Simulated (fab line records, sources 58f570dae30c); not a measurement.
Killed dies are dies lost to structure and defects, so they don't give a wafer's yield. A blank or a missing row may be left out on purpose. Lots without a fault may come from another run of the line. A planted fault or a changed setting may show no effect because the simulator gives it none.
Which tool did it? | flow berkeley_cmos170 | 13 lots, 39 wafers sampled, at 4 steps of a route of 331

WHAT THE GAUGES READ, wafer by wafer
UCB170_NVT_TW_MEAS_09.
lot  | measured     | on            | NVT_TW
L379 | day 6 11:06  | film_metro-03 | 518 520 516
L380 | day 6 21:06  | film_metro-03 | 515 518 515
L382 | day 6 21:18  | film_metro-01 | 524 524 522
L381 | day 6 21:27  | film_metro-03 | 518 518 516
L383 | day 7 07:59  | film_metro-03 | 517 519 518
L384 | day 8 03:50  | film_metro-01 | 524 522 524
L392 | day 9 18:54  | film_metro-03 | 550 548 551
L393 | day 9 19:08  | film_metro-04 | 560 558 558
L397 | day 10 22:48 | film_metro-01 | 524 524 523
L395 | day 10 22:53 | film_metro-04 | 556 554 561
L398 | day 11 11:00 | film_metro-01 | 527 533 529
L400 | day 11 11:33 | film_metro-04 | 525 528 526
L402 | day 12 03:22 | film_metro-04 | 525 527 527

UCB170_CONTACT_CD_MEAS_90: target cd 700 nm.
lot  | measured     | on        | cd_nm (nm)
L379 | day 8 05:49  | cd_sem-02 | 700.6 699.7 703.9
L380 | day 8 23:20  | cd_sem-01 | 700.7 700.7 700.7
L382 | day 9 01:39  | cd_sem-02 | 704.3 704.0 700.9
L381 | day 8 23:48  | cd_sem-02 | 699.7 699.7 699.5
L383 | day 9 01:23  | cd_sem-02 | 698.4 699.9 699.6
L384 | day 10 06:53 | cd_sem-02 | 701.4 700.3 699.4
L392 | day 11 19:18 | cd_sem-02 | 703.2 704.5 703.9
L393 | day 11 19:36 | cd_sem-02 | 698.7 701.4 701.4
L397 | day 12 16:31 | cd_sem-01 | 698.8 699.6 698.5
L395 | day 12 18:19 | cd_sem-01 | 700.8 701.7 700.5
L398 | day 13 06:16 | cd_sem-02 | 699.3 702.2 701.0
L400 | day 13 05:56 | cd_sem-01 | 702.9 701.0 702.7
L402 | day 13 23:02 | cd_sem-01 | 700.6 700.1 701.0

UCB170_V1_CD_MEAS_12: target cd 700 nm.
lot  | measured     | on        | cd_nm (nm)
L379 | day 8 12:20  | cd_sem-02 | 699.1 697.8 699.1
L380 | day 9 04:59  | cd_sem-01 | 699.4 698.7 698.8
L382 | day 9 09:56  | cd_sem-01 | 700.4 701.9 701.1
L381 | day 9 07:47  | cd_sem-02 | 699.7 700.7 699.7
L383 | day 9 10:20  | cd_sem-01 | 700.7 699.6 699.8
L384 | day 10 12:58 | cd_sem-02 | 698.6 698.3 700.4
L392 | day 12 01:38 | cd_sem-02 | 700.0 699.3 699.0
L393 | day 12 02:13 | cd_sem-02 | 699.8 701.8 699.7
L397 | day 12 22:37 | cd_sem-01 | 698.5 699.0 697.8
L395 | day 12 23:54 | cd_sem-01 | 700.3 699.0 700.0
L398 | day 13 12:49 | cd_sem-02 | 701.1 699.4 699.8
L400 | day 13 12:33 | cd_sem-01 | 700.3 699.8 699.3
L402 | day 14 08:11 | cd_sem-02 | 700.8 700.4 700.0

WHICH TOOL RAN EACH LOT (tool, then ch and the chambers of the sampled wafers, then the start)
lot  | UCB170_NVT_IMPLANT_07
L379 | implanter-04 ch 0, day 6 10:52
L380 | implanter-01 ch 0, day 6 20:52
L382 | implanter-04 ch 0, day 6 21:03
L381 | implanter-01 ch 0, day 6 21:14
L383 | implanter-02 ch 0, day 7 07:44
L384 | implanter-01 ch 0, day 8 03:37
L392 | implanter-02 ch 0, day 9 18:39
L393 | implanter-02 ch 0, day 9 18:54
L397 | implanter-01 ch 0, day 10 22:35
L395 | implanter-02 ch 0, day 10 22:40
L398 | implanter-04 ch 0, day 11 10:46
L400 | implanter-01 ch 0, day 11 11:19
L402 | implanter-04 ch 0, day 12 03:07
- UCB170_NVT_IMPLANT_07

WHAT THE TOOLS THEMSELVES READ (means of the sampled wafers that have a number; where no wafer has one, the mark that the record gives instead)
UCB170_NVT_IMPLANT_07.
lot  | tool         | beam_on_s (s) | end_station_pressure_torr (Torr) | faraday_current_uA
L379 | implanter-04 | 10.09         | 5.08e-06                         | 9.42
L380 | implanter-01 | 9.88          | 5.09e-06                         | 9.62
L382 | implanter-04 | 10.01         | 4.96e-06                         | 9.53
L381 | implanter-01 | 9.82          | 4.49e-06                         | 9.67
L383 | implanter-02 | 10.10         | 4.94e-06                         | 9.43
L384 | implanter-01 | 10.03         | 5.09e-06                         | 9.48
L392 | implanter-02 | 12.33         | 9.92e-05                         | 7.80
L393 | implanter-02 | 12.31         | 9.63e-05                         | 7.80
L397 | implanter-01 | 10.32         | 5.06e-06                         | 9.23
L395 | implanter-02 | 12.09         | 9.52e-05                         | 7.96
L398 | implanter-04 | 10.05         | 5.12e-06                         | 9.48
L400 | implanter-01 | 9.95          | 4.77e-06                         | 9.56
L402 | implanter-04 | 10.12         | 4.74e-06                         | 9.41

THE ANSWER, worked out from the rows above alone
Rule: what is usual is taken from the lots themselves. Put in order of their means at a reading, lots are off if they are a third of the lots or fewer, leave a main group of 4 or more, and stand apart from it by a gap of 3 or more times the standard deviation of the main group's means; of several such gaps the widest counts. A main group whose means are all the same, to the digits that the tables above print for the reading, isn't used. A lot without any number at a reading at which 4 lots or more have one is off too. The other lots that the step has rows for count as sound. The gauges are gone through in route order, then the tools' own readings, and for those a lot's mean is taken as printed above. The first step at which some lot is off is used, and at that step the reading that is off furthest; a lot without a number counts as furthest.
Off: L392, L393, L395, at UCB170_NVT_TW_MEAS_09 (NVT_TW). The main group: mean 522, standard deviation 4.4.
A tool fits if, at a process step before that reading, it ran every lot that is off, and no sound lot after the first of them. The gauges at UCB170_NVT_TW_MEAS_09 aren't tried: what is off there is off at UCB170_NVT_IMPLANT_07 too, on other tools, and a gauge's error can't cause that. One fits: implanter-02 at UCB170_NVT_IMPLANT_07. Its last sound lot is L383 (day 7 07:44), its first lot that is off L392 (day 9 18:39): a fault that began between those two fits.
The tool's own readings at UCB170_NVT_IMPLANT_07 bear it out: on the lots that are off they differ by more than 5 times the standard deviation of the sound lots' means. beam_on_s reads 12.24 s there against 10.04 s on the sound lots; end_station_pressure_torr reads 9.69e-05 Torr there against 4.93e-06 Torr on the sound lots; faraday_current_uA reads 7.85 there against 9.48 on the sound lots.

WHAT THE SIMULATOR HAD PUT IN
Process parameter drift: implanter-02, from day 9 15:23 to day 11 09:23, at UCB170_NVT_IMPLANT_07. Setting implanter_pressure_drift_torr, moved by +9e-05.
Process parameter drift: implanter-02, from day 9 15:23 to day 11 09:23, at UCB170_NVT_IMPLANT_07. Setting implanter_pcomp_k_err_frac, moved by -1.
Lots struck among those shown: L392, L393, L395. The rule above found the same.
